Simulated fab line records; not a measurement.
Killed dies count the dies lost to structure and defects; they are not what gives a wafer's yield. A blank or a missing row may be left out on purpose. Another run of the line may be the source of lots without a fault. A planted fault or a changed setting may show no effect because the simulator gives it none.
fab line records -- flow ritCmos
record lots=6, wafers=18, lastDay=7
route steps=202 shown NSD@141 PSD@142 SDANNEAL@153 M1@202
lots with no fault: from the same line, run without faults
startH: the number of hours between the record's first day and the start of the first shown wafer of the lot -- waitH: hours from the lot's prior step to this one -- " same as the row above -- L1.1+2: a single row standing in for several wafers -- - no value, or no start given -- * or withheld: withheld -- < > ~ a bound
route shown NAME@n: NAME is a module with steps in the file, n the number in the route of the first one -- usual: mean/standard deviation of fault-free wafers -- same: alike in all rows -- chamber/n: place in a boat -- sites: the reading at each site -- _std_site: how widely they spread, as a standard deviation -- _edge_site: the outer-site mean with the inner-site mean subtracted -- radiusMm: for every site, how far away it sits from the centre of the wafer -- mask NAME#n: copy n -- behind: tool/chamber where the wafer was last shaped -- hold: cause of the lot's hold/its duration in hours/its outcome -- device: transistor that didn't switch, given as n, p or np -- end of line: the tests these same wafers got at the end of their route -- step lacking rows: just its recipe -- killed: at the first sort, the dies lost to defects and structure; wafer yield is something else -- map: a wafer's dies, x killed, . not, _ none there
set.NAME: setting as actually run; set.NAME@STEP: the setting as run at that earlier step -- model.NAME: the simulator's own value behind a step, which no gauge read
lots at selected steps of the route; one table per step, one row per wafer
services: the hour from which a tool's chamber was out of use, counted from the record's first day as startH (under 0 if before that day), plus the number of hours and why
## steps
# step RIT_NSD_TW_MEAS_10
# usual NSD_TW=3109/20
lot.wafer,tool,chamber,startH,waitH,NSD_TW
L761.1,filmMetro-02,-,83.22,0.1,3124
L761.3,filmMetro-02,-,83.22,0.1,3132
L761.6,filmMetro-02,-,83.22,0.1,3120
L765.1,filmMetro-03,-,96.85,0.1,3107
L765.4,filmMetro-03,-,96.85,0.1,3109
L765.5,filmMetro-03,-,96.85,0.1,3098
L770.1,filmMetro-03,-,122.63,0.1,3116
L770.4,filmMetro-03,-,122.63,0.1,3107
L770.6,filmMetro-03,-,122.63,0.1,3117
L775.1,filmMetro-03,-,147.31,0.1,3150
L775.5,filmMetro-03,-,147.31,0.1,3155
L775.6,filmMetro-03,-,147.31,0.1,3145
L776.2,filmMetro-03,-,148.69,0.1,3138
L776.4,filmMetro-03,-,148.69,0.1,3144
L776.5,filmMetro-03,-,148.69,0.1,3141
L777.1,filmMetro-01,-,150.64,0.1,3113
L777.2,filmMetro-01,-,150.64,0.1,3117
L777.3,filmMetro-01,-,150.64,0.1,3106
# step RIT_PSD_HMDS_00
# recipe primeTimeS=60, primeTempC=140
# step RIT_PSD_COAT_01
# recipe resist=NOVOLAK, spinRpm=3250, resistThkNm=1000
# step RIT_PSD_SOFTBAKE_02
# recipe resist=NOVOLAK, tempC=90, timeS=60
# step RIT_PSD_EXPOSE_03
# recipe maskId=M10, na=0.57, targetCdNm=40900, doseMj=250
# step RIT_PSD_PEB_04
# recipe resist=NOVOLAK, tempC=withheld, timeS=withheld
# step RIT_PSD_DEVELOP_05
# recipe resist=NOVOLAK, developTimeS=50, devTempC=23
# step RIT_PSD_OVL_MEAS_06
# usual PSD_OVL=1.1/1.4
lot.wafer,tool,chamber,startH,waitH,PSD_OVL[nm]
L761.1,overlay-01,-,84.36,-,0.4
L761.3,overlay-01,-,84.36,-,0.3
L761.6,overlay-01,-,84.36,-,-1.3
L765.1,overlay-02,-,97.97,-,0.3
L765.4,overlay-02,-,97.97,-,0.3
L765.5,overlay-02,-,97.97,-,1.7
L770.1,overlay-02,-,123.66,-,4.4
L770.4,overlay-02,-,123.66,-,2.3
L770.6,overlay-02,-,123.66,-,0.1
L775.1,overlay-01,-,148.22,-,-0.6
L775.5,overlay-01,-,148.22,-,0.0
L775.6,overlay-01,-,148.22,-,-2.0
L776.2,overlay-01,-,149.60,-,1.3
L776.4,overlay-01,-,149.60,-,0.4
L776.5,overlay-01,-,149.60,-,0.9
L777.1,overlay-01,-,151.55,-,1.8
L777.2,overlay-01,-,151.55,-,1.8
L777.3,overlay-01,-,151.55,-,1.9
# step RIT_PSD_HARDBAKE_07
# recipe resist=NOVOLAK, tempC=140, timeS=60
# step RIT_PSD_IMPLANT_08
# recipe species=BF2, energyKev=27, doseCm2=5e+15, tiltDeg=7
# step RIT_PSD_STRIP_09
# recipe chemistry=O2, timeS=180, resist=NOVOLAK, platenTempC=withheld, powerW=500, pressureMtorr=4000, o2FlowSccm=4000
# usual drypumpMotorCurrentA=5.71/0.27
lot.wafer,tool,chamber,startH,waitH,drypumpMotorCurrentA,rfHoursCounterH
L761.1,plasmaAsher-01,0,84.70,0.1,5.71,41
L761.3,plasmaAsher-01,1,84.70,0.1,6.07,-
L761.6,plasmaAsher-01,0,84.70,0.1,5.73,-
L765.1,plasmaAsher-04,1,98.30,0.1,5.80,46
L765.4,plasmaAsher-04,0,98.30,0.1,5.20,-
L765.5,plasmaAsher-04,1,98.30,0.1,5.78,-
L770.1,plasmaAsher-04,0,124.00,0.1,5.25,49
L770.4,plasmaAsher-04,1,124.00,0.1,5.79,-
L770.6,plasmaAsher-04,1,124.00,0.1,5.77,-
L775.1,plasmaAsher-03,0,148.56,0.1,5.40,3
L775.5,plasmaAsher-03,0,148.56,0.1,5.38,-
L775.6,plasmaAsher-03,1,148.56,0.1,5.76,-
L776.2,plasmaAsher-03,1,149.93,0.1,5.72,3
L776.4,plasmaAsher-03,0,149.93,0.1,5.40,-
L776.5,plasmaAsher-03,1,149.93,0.1,5.72,-
L777.1,plasmaAsher-03,0,151.89,0.1,5.38,3
L777.2,plasmaAsher-03,1,151.89,0.1,5.73,3
L777.3,plasmaAsher-03,0,151.89,0.1,5.39,-
# step RIT_PSD_TW_MEAS_10
# usual PSD_TW=3414/18
lot.wafer,tool,chamber,startH,waitH,PSD_TW
L761.1,filmMetro-01,-,84.87,0.1,3384
L761.3,filmMetro-01,-,84.87,0.1,3394
L761.6,filmMetro-01,-,84.87,0.1,3381
L765.1,filmMetro-02,-,98.48,0.1,3446
L765.4,filmMetro-02,-,98.48,0.1,3443
L765.5,filmMetro-02,-,98.48,0.1,3420
L770.1,filmMetro-01,-,124.17,0.1,3394
L770.4,filmMetro-01,-,124.17,0.1,3422
L770.6,filmMetro-01,-,124.17,0.1,3404
L775.1,filmMetro-01,-,148.73,0.1,3404
L775.5,filmMetro-01,-,148.73,0.1,3408
L775.6,filmMetro-01,-,148.73,0.1,3420
L776.2,filmMetro-02,-,150.12,0.1,3429
L776.4,filmMetro-02,-,150.12,0.1,3429
L776.5,filmMetro-02,-,150.12,0.1,3409
L777.1,filmMetro-02,-,152.07,0.1,3433
L777.2,filmMetro-02,-,152.07,0.1,3432
L777.3,filmMetro-02,-,152.07,0.1,3437
# step RIT_SDANNEAL_CLEAN_00
# recipe chemistry=SC1, mix=3:3:50, timeS=600, tempC=75
# usual runLengthS=629/4.1
lot.wafer,tool,chamber,startH,waitH,runLengthS
L761.1,wetBench-04,1,84.93,0.1,627
L761.3,wetBench-04,1,84.93,0.1,627
L761.6,wetBench-04,1,84.93,0.1,627
L765.1,wetBench-03,1,98.54,0.1,627
L765.4,wetBench-03,1,98.54,0.1,627
L765.5,wetBench-03,1,98.54,0.1,627
L770.1,wetBench-03,1,124.23,0.1,635
L770.4,wetBench-03,1,124.23,0.1,635
L770.6,wetBench-03,1,124.23,0.1,635
L775.1,wetBench-01,3,148.79,0.1,626
L775.5,wetBench-01,3,148.79,0.1,626
L775.6,wetBench-01,3,148.79,0.1,626
L776.2,wetBench-03,1,150.17,0.0,591
L776.4,wetBench-03,1,150.17,0.0,591
L776.5,wetBench-03,1,150.17,0.0,591
L777.1,wetBench-03,0,152.13,0.1,590
L777.2,wetBench-03,0,152.13,0.1,590
L777.3,wetBench-03,0,152.13,0.1,590
# step RIT_SDANNEAL_CLEAN_01
# recipe chemistry=dHF, dilution=50:1, timeS=30
# step RIT_M1_PROBE_99
# usual killedAtContacts=0.1/0.37, killedAtFrontEnd=6.9/2.9, killedDies=7.1/2.9, killedOpen=3.3/1.8, killedShort=3.6/2.2
# same grossDies=264, killed_at_M0_to_M3=0, killed_at_M4_up=0, killedAtBackSide=0, killedAtOther=0
lot.wafer,tool,chamber,startH,waitH,killedAtContacts,killedAtFrontEnd,killedDies,killedOpen,killedShort
L761.1,prober-01,-,92.90,0.1,0,3,3,2,1
L761.3,prober-01,-,93.00,0.2,0,6,6,3,3
L761.6,prober-01,-,93.15,0.2,0,5,5,4,1
L765.1,prober-01,-,106.96,0.1,0,4,4,3,1
L765.4,prober-01,-,107.11,0.2,0,7,7,4,3
L765.5,prober-01,-,107.16,0.2,1,12,13,7,6
L770.1,prober-02,-,131.97,0.1,0,9,9,5,4
L770.4,prober-02,-,132.12,0.2,0,9,9,6,3
L770.6,prober-02,-,132.22,0.2,0,10,10,4,6
L775.1,prober-01,-,156.66,0.1,0,5,5,2,3
L775.5,prober-01,-,156.86,0.2,0,15,15,7,8
L775.6,prober-01,-,156.91,0.2,2,8,10,3,5
# killed by level:class
L761.1 GATE:geometricParticle:short=1 GATE:geometricParticle:open=1 REOX:geometricParticle:open=1
L761.3 FOX1:geometricParticle:short=1 FOX1:geometricParticle:open=1 FOX2:geometricParticle:open=1 GATE:geometricParticle:short=1 SPACER:geometricParticle:short=1 SILICIDE:geometricParticle:open=1
L761.6 FOX2:geometricParticle:open=2 SILICIDE:geometricParticle:open=2 GATE:geometricParticle:short=1
L765.1 GATE:geometricParticle:open=2 GATE:geometricParticle:short=1 SILICIDE:geometricParticle:open=1
L765.4 SPACER:geometricParticle:short=2 ACTIVE:geometricParticle:short=1 FOX1:geometricParticle:open=1 GATE:geometricParticle:open=1 REOX:geometricParticle:open=1 SPACER:geometricParticle:open=1
L765.5 GATE:geometricParticle:open=5 GATE:geometricParticle:short=4 SPACER:geometricParticle:short=1 SPACER:geometricParticle:open=1 SILICIDE:geometricParticle:short=1 CONTACT:geometricParticle:open=1
L770.1 SPACER:geometricParticle:open=3 FOX1:geometricParticle:short=2 FOX1:geometricParticle:open=1 GATE:geometricParticle:open=1 GATE:geometricParticle:short=1 SPACER:geometricParticle:short=1
L770.4 GATE:geometricParticle:open=2 SILICIDE:geometricParticle:open=2 FOX1:geometricParticle:open=1 GATE:geometricParticle:short=1 SPACER:geometricParticle:open=1 SPACER:geometricParticle:short=1 SILICIDE:geometricParticle:short=1
L770.6 FOX1:geometricParticle:open=3 GATE:geometricParticle:short=2 SPACER:geometricParticle:short=2 FOX1:geometricParticle:short=1 SPACER:geometricParticle:open=1 SILICIDE:geometricParticle:short=1
L775.1 GATE:geometricParticle:short=2 FOX2:geometricParticle:open=1 FOX2:geometricParticle:short=1 GATE:geometricParticle:open=1
L775.5 REOX:geometricParticle:open=3 GATE:geometricParticle:open=2 GATE:geometricParticle:short=2 REOX:geometricParticle:short=2 SILICIDE:geometricParticle:open=2 SILICIDE:geometricParticle:short=2 FOX1:geometricParticle:short=1 FOX2:geometricParticle:short=1
L775.6 FOX1:geometricParticle:open=2 SILICIDE:geometricParticle:short=2 CONTACT:coatMicrobubblePrinted=2 FOX1:geometricParticle:short=1 FOX2:geometricParticle:short=1 GATE:geometricParticle:open=1 SPACER:geometricParticle:short=1
## services
tool,chamber,startH,hours,kind
plasmaAsher-04,-,94.35,2.1,repair
plasmaAsher-04,-,100.74,0.8,repair
plasmaAsher-03,-,108.75,9.0,pm
plasmaAsher-03,0,108.75,9.0,ventCycle
plasmaAsher-03,1,108.75,9.0,ventCycle
plasmaAsher-03,0,117.75,-,clean
plasmaAsher-03,1,117.75,-,clean
## key
firstSign step=RIT_SDANNEAL_CLEAN_00, reading=runLengthS, direction=down, sigmas=9.4, usual=*, struck=*
effect none on later readings
metAt RIT_SDANNEAL_CLEAN_00
struckWafers L776.2,L776.4,L776.5,L777.1,L777.2,L777.3
testerLeftOut L776,L777
onsetBetween 124.23 150.17
fault kind=processParameterDrift, tool=wetBench-03, chamber=-, onsetH=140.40, steps=RIT_SDANNEAL_CLEAN_00, channel=timeS, offset=*, shape=step, endH=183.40, actsIn=*, stated=*
# testerLeftOut: of these lots the tester's yield and bins aren't shown, on N5 and GAA mostly nor the transistor test; their killed dies are dies lost to structure and defects alone, not to doping, threshold or leakage, so they don't give the yield
